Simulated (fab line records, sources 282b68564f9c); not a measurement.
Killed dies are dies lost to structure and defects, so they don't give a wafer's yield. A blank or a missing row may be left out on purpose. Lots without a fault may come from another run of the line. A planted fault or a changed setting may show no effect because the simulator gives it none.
fab line records | flow rit_cmos
record lots=14 wafers=42 last_day=7
route steps=202 shown NWELL@34 PRETRO@72 GATE@85 NLDD@160 M1@202
lots that met no fault: from a run of the same line without faults
start_h: hours from the record's first day to the start of the lot's first wafer shown | wait_h: hours since the lot's step before | " the same as in the row above | L1.1+2: a row that stands for several wafers | - no value, or no start given | * or withheld: withheld | < > ~ a bound
route shown NAME@n: a module of which the file shows steps, and the number in the route of the first | usual: mean/standard deviation of fault-free wafers | same: alike in all rows | chamber/n: place in a boat | sites: the reading at each site | _std_site: their standard deviation | _edge_site: outer sites' mean less inner sites' | radius_mm: how far each site lies from the wafer's centre | mask NAME#n: copy n | behind: the tool/chamber that last shaped the wafer | hold: why the lot was held/for how many hours/how that ended | device: the transistor (n, p or np) that didn't switch | end of line: the same wafers' tests at the end of the route | a step without rows: its recipe alone | killed: dies lost to structure and defects at the first sort, not the wafer's yield | map: a wafer's dies, x killed, . not, _ none there
set.NAME: the setting as run; set.NAME@STEP: as run at that earlier step | model.NAME: the simulator's own value behind a step, which no gauge read
steps of the route over a sample of lots; a table a step, a row a wafer
services: from which hour (start_h, from the record's first day; less than 0 if before it) a tool's chamber was out of use, for how many hours, and why
## steps
# step RIT_NWELL_OVL_MEAS_06
# usual NWELL_OVL=0.5/1.2
# columns lot.wafer tool chamber start_h wait_h NWELL_OVL[nm]
L406.4 overlay-01 - 22.04 - 0.9
L406.5 " - " " 0.4
L406.6 " - " " 1.9
L407.4 overlay-01 - 27.11 - 0.5
L407.5 " - " " 1.0
L407.6 " - " " 1.0
L408.3 overlay-01 - 31.82 - -0.3
L408.5 " - " " -0.7
L408.6 " - " " 1.0
L409.2 overlay-01 - 36.81 - 2.6
L409.4 " - " " 2.1
L409.5 " - " " 1.5
L410.1 overlay-01 - 42.14 - -1.3
L410.2 " - " " 1.6
L410.4 " - " " 0.7
L411.1 overlay-01 - 47.46 - 2.2
L411.2 " - " " -0.1
L411.4 " - " " 0.1
L419.2 overlay-01 - 87.86 - 0.6
L419.3 " - " " 2.3
L419.6 " - " " 1.4
L421.1 overlay-01 - 97.93 - -0.9
L421.2 " - " " -0.6
L421.5 " - " " -1.7
L423.2 overlay-01 - 106.75 - -0.4
L423.5 " - " " 0.9
L423.6 " - " " 0.9
L424.3 overlay-01 - 112.90 - -0.7
L424.4 " - " " -0.2
L424.6 " - " " 0.0
L425.1 overlay-01 - 117.02 - 0.1
L425.2 " - " " -0.5
L425.6 " - " " 0.0
L426.2 overlay-02 - 121.09 - -1.4
L426.4 " - " " 0.4
L426.5 " - " " 0.1
L428.1 overlay-01 - 132.56 - -0.9
L428.3 " - " " -1.0
L428.6 " - " " -1.1
L429.2 overlay-02 - 136.60 - -0.7
L429.5 " - " " -1.5
L429.6 " - " " 0.2
# step RIT_PRETRO_IMPLANT_08
# recipe species=B energy_kev=45 dose_cm2=1.2e+13 tilt_deg=7
# usual dose_ions_cm2=1.2e+13/1.4e+10 faraday_current_uA=38.1/0.71
# columns lot.wafer tool chamber start_h wait_h dose_ions_cm2 faraday_current_uA
L406.4 implanter-01 0 32.93 0.2 1.1974e+13 37.8
L406.5 " 0 " " 1.1992e+13 38.1
L406.6 " 0 " " 1.1975e+13 37.9
L407.4 implanter-01 0 38.25 0.2 1.2002e+13 37.3
L407.5 " 0 " " 1.2002e+13 38.7
L407.6 " 0 " " 1.201e+13 37.9
L408.3 implanter-01 0 43.94 0.2 1.1995e+13 37.9
L408.5 " 0 " " 1.1978e+13 37.7
L408.6 " 0 " " 1.1985e+13 37.8
L409.2 implanter-01 0 48.21 0.2 1.1976e+13 38.1
L409.4 " 0 " " 1.1992e+13 37.6
L409.5 " 0 " " 1.1994e+13 37.6
L410.1 implanter-01 0 53.38 0.2 1.2022e+13 39.2
L410.2 " 0 " " 1.1993e+13 38.2
L410.4 " 0 " " 1.2043e+13 38.1
L411.1 implanter-03 0 58.75 0.2 1.1966e+13 38.6
L411.2 " 0 " " 1.1993e+13 39.1
L411.4 " 0 " " 1.1971e+13 38.8
L419.2 implanter-03 0 99.15 0.2 2.2487e+13 69.9
L419.3 " 0 " " 2.2501e+13 71.5
L419.6 " 0 " " 2.2513e+13 71.7
L421.1 implanter-03 0 109.46 0.2 2.2504e+13 70.2
L421.2 " 0 " " 2.2494e+13 70.7
L421.5 " 0 " " 2.2499e+13 71.8
L423.2 implanter-01 0 117.59 0.2 1.2002e+13 38.4
L423.5 " 0 " " 1.2009e+13 37.4
L423.6 " 0 " " 1.1994e+13 37.6
L424.3 implanter-02 0 123.50 0.2 1.2001e+13 36.9
L424.4 " 0 " " 1.1983e+13 37.6
L424.6 " 0 " " 1.2009e+13 37.8
L425.1 implanter-01 0 127.82 0.2 1.2011e+13 37.8
L425.2 " 0 " " 1.1992e+13 39.1
L425.6 " 0 " " 1.2008e+13 39.4
L426.2 implanter-02 0 131.94 0.2 1.202e+13 37.0
L426.4 " 0 " " 1.2033e+13 38.9
L426.5 " 0 " " 1.2037e+13 36.1
L428.1 implanter-01 0 143.01 0.2 1.1972e+13 37.4
L428.3 " 0 " " 1.1996e+13 38.3
L428.6 " 0 " " 1.199e+13 37.6
L429.2 implanter-01 0 148.24 0.2 1.2019e+13 38.6
L429.5 " 0 " " 1.2016e+13 38.6
L429.6 " 0 " " 1.202e+13 39.8
# step RIT_PRETRO_TW_MEAS_10
# usual PRETRO_TW=470/3.3
# columns lot.wafer tool chamber start_h wait_h PRETRO_TW
L406.4 film_metro-04 - 33.21 0.1 467
L406.5 " - " " 471
L406.6 " - " " 469
L407.4 film_metro-02 - 38.53 0.1 472
L407.5 " - " " 475
L407.6 " - " " 471
L408.3 film_metro-03 - 44.23 0.1 472
L408.5 " - " " 474
L408.6 " - " " 470
L409.2 film_metro-04 - 48.52 0.1 467
L409.4 " - " " 468
L409.5 " - " " 469
L410.1 film_metro-02 - 53.71 0.1 472
L410.2 " - " " 468
L410.4 " - " " 472
L411.1 film_metro-02 - 59.08 0.1 470
L411.2 " - " " 474
L411.4 " - " " 473
L419.2 film_metro-04 - 99.46 0.1 566
L419.3 " - " " 568
L419.6 " - " " 566
L421.1 film_metro-02 - 109.78 0.1 575
L421.2 " - " " 578
L421.5 " - " " 576
L423.2 film_metro-04 - 117.90 0.1 465
L423.5 " - " " 465
L423.6 " - " " 466
L424.3 film_metro-03 - 123.80 0.1 474
L424.4 " - " " 475
L424.6 " - " " 476
L425.1 film_metro-03 - 128.15 0.1 475
L425.2 " - " " 473
L425.6 " - " " 473
L426.2 film_metro-04 - 132.25 0.1 468
L426.4 " - " " 467
L426.5 " - " " 469
L428.1 film_metro-04 - 143.33 0.1 468
L428.3 " - " " 468
L428.6 " - " " 468
L429.2 film_metro-04 - 148.55 0.1 468
L429.5 " - " " 463
L429.6 " - " " 464
# step RIT_GATE_THK_MEAS_09
# recipe reads=poly-Si_of_GATE_CVD_08
# usual GATE_POLY_THK=250/3.1
# columns lot.wafer tool chamber start_h wait_h GATE_POLY_THK[nm]
L406.4 film_metro-04 - 42.29 0.0 250
L406.5 " - " " 249
L406.6 " - " " 249
L407.4 film_metro-01 - 47.24 0.0 252
L407.5 " - " " 250
L407.6 " - " " 252
L408.3 film_metro-03 - 48.85 0.0 256
L408.5 " - " " 253
L408.6 " - " " 255
L409.2 film_metro-04 - 55.06 0.0 250
L409.4 " - " " 251
L409.5 " - " " 251
L410.1 film_metro-04 - 62.08 0.0 249
L410.2 " - " " 248
L410.4 " - " " 249
L411.1 film_metro-04 - 65.27 0.0 254
L411.2 " - " " 253
L411.4 " - " " 251
L419.2 film_metro-03 - 103.40 0.0 246
L419.3 " - " " 249
L419.6 " - " " 246
L421.1 film_metro-04 - 115.97 0.0 245
L421.2 " - " " 245
L421.5 " - " " 246
L423.2 film_metro-01 - 122.13 0.0 246
L423.5 " - " " 244
L423.6 " - " " 248
L424.3 film_metro-01 - 131.44 0.0 250
L424.4 " - " " 250
L424.6 " - " " 250
L425.1 film_metro-03 - 132.94 0.0 245
L425.2 " - " " 245
L425.6 " - " " 247
L426.2 film_metro-04 - 136.62 0.0 248
L426.4 " - " " 248
L426.5 " - " " 246
L428.1 film_metro-04 - 146.87 0.0 257
L428.3 " - " " 256
L428.6 " - " " 257
L429.2 film_metro-03 - 156.12 0.0 251
L429.5 " - " " 251
L429.6 " - " " 251
# step RIT_SDANNEAL_RS_MEAS_07
# recipe thk_meas_gauge=four-point-probe
# usual NLDD_RS=151.6/0.53
# columns lot.wafer tool chamber start_h wait_h NLDD_RS[ohm/sq]
L406.4 film_metro-03 - 56.07 0.1 151.0
L406.5 " - " " 151.2
L406.6 " - " " 151.1
L407.4 film_metro-01 - 62.14 0.1 151.6
L407.5 " - " " 152.0
L407.6 " - " " 151.3
L408.3 film_metro-02 - 65.43 0.1 152.7
L408.5 " - " " 152.5
L408.6 " - " " 153.1
L409.2 film_metro-02 - 71.66 0.1 152.0
L409.4 " - " " 152.1
L409.5 " - " " 152.3
L410.1 film_metro-02 - 76.22 0.1 151.9
L410.2 " - " " 151.8
L410.4 " - " " 151.5
L411.1 film_metro-01 - 81.02 0.1 151.3
L411.2 " - " " 151.6
L411.4 " - " " 151.0
L419.2 film_metro-01 - 118.91 0.1 152.4
L419.3 " - " " 152.4
L419.6 " - " " 152.0
L421.1 film_metro-01 - 130.97 0.1 150.9
L421.2 " - " " 151.2
L421.5 " - " " 151.1
L423.2 film_metro-03 - 137.71 0.1 151.4
L423.5 " - " " 151.2
L423.6 " - " " 151.4
L424.3 film_metro-01 - 145.87 0.1 151.2
L424.4 " - " " 151.3
L424.6 " - " " 151.6
L425.1 film_metro-01 - 147.95 0.1 151.4
L425.2 " - " " 150.6
L425.6 " - " " 151.1
L426.2 film_metro-01 - 151.64 0.1 152.1
L426.4 " - " " 151.7
L426.5 " - " " 151.8
L428.1 film_metro-01 - 162.95 0.1 151.5
L428.3 " - " " 152.4
L428.6 " - " " 151.6
L429.2 film_metro-01 - 170.04 0.1 151.9
L429.5 " - " " 152.4
L429.6 " - " " 152.0
# step RIT_M1_PROBE_99
# usual killed_at_contacts=0.0/0.22 killed_at_front_end=6.6/3 killed_dies=6.6/3 killed_open=3.4/2 killed_short=3.2/2
# same gross_dies=264 killed_at_M0_to_M3=0 killed_at_M4_up=0 killed_at_back_side=0 killed_at_other=0
# columns lot.wafer tool chamber start_h wait_h killed_at_contacts killed_at_front_end killed_dies killed_open killed_short
L407.4 prober-02 - 69.37 0.2 1 8 9 3 6
L407.5 prober-02 - 69.42 0.2 0 7 7 4 3
L407.6 prober-02 - 69.47 0.2 0 8 8 3 5
L419.2 prober-01 - 126.31 0.1 0 7 7 3 4
L419.3 prober-01 - 126.36 0.2 0 5 5 3 2
L419.6 prober-01 - 126.51 0.2 0 8 8 4 4
L421.1 prober-01 - 138.44 0.1 0 5 5 4 1
L421.2 prober-01 - 138.49 0.1 0 3 3 1 2
L421.5 prober-01 - 138.64 0.2 1 14 15 8 7
# killed by level:class
L407.4 GATE:geometric_particle:short=4 FOX1:geometric_particle:open=1 FOX2:geometric_particle:open=1 REOX:geometric_particle:open=1 SPACER:geometric_particle:short=1 CONTACT:geometric_particle:short=1
L407.5 FOX2:geometric_particle:open=2 SPACER:geometric_particle:short=2 GATE:geometric_particle:open=1 GATE:geometric_particle:short=1 REOX:geometric_particle:open=1
L407.6 GATE:geometric_particle:short=3 GATE:geometric_particle:open=2 FOX1:geometric_particle:short=1 REOX:geometric_particle:short=1 SILICIDE:geometric_particle:open=1
L419.2 SILICIDE:geometric_particle:short=2 FOX2:geometric_particle:open=1 FOX2:geometric_particle:short=1 GATE:geometric_particle:short=1 SPACER:geometric_particle:open=1 SILICIDE:geometric_particle:open=1
L419.3 GATE:geometric_particle:short=2 GATE:geometric_particle:open=1 SPACER:geometric_particle:open=1 SILICIDE:geometric_particle:open=1
L419.6 GATE:geometric_particle:open=2 SPACER:geometric_particle:short=2 SILICIDE:geometric_particle:open=2 REOX:geometric_particle:short=1 SILICIDE:geometric_particle:short=1
L421.1 FOX1:geometric_particle:open=2 GATE:geometric_particle:open=1 GATE:geometric_particle:short=1 SPACER:geometric_particle:open=1
L421.2 GATE:geometric_particle:short=2 GATE:geometric_particle:open=1
L421.5 GATE:geometric_particle:short=7 GATE:geometric_particle:open=3 SILICIDE:geometric_particle:open=2 FOX1:geometric_particle:open=1 REOX:geometric_particle:open=1 CONTACT:geometric_particle:open=1
## services
# columns tool chamber start_h hours kind
implanter-01 - 22.80 2.8 repair
implanter-02 - 95.61 5.9 pm
## key
first_sign step=RIT_PRETRO_IMPLANT_08 reading=dose_ions_cm2 direction=up sigmas=99+ usual=1.2e+13 struck=2.25e+13
effect step=RIT_PRETRO_IMPLANT_08 reading=faraday_current_uA direction=up sigmas=47 usual=38.1 struck=71.0
effect step=RIT_PRETRO_TW_MEAS_10 reading=PRETRO_TW direction=up sigmas=31 usual=470 struck=571
met_at RIT_PRETRO_IMPLANT_08
struck_lots L419,L421
tester_left_out L419,L421
not_acting_at RIT_NWELL_OVL_MEAS_06,RIT_GATE_THK_MEAS_09,RIT_SDANNEAL_RS_MEAS_07
onset_between 58.75 99.15
fault kind=process_parameter_drift tool=implanter-03 chamber=- onset_h=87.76 steps=RIT_PRETRO_IMPLANT_08 channel=dose_cm2 offset=1.0502e+13 shape=step end_h=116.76 acts_in=these_recipes_only stated=1.2e+13
# tester_left_out: of these lots the tester's yield and bins aren't shown, on N5 and GAA mostly nor the transistor test; their killed dies are dies lost to structure and defects alone, not to doping, threshold or leakage, so they don't give the yield
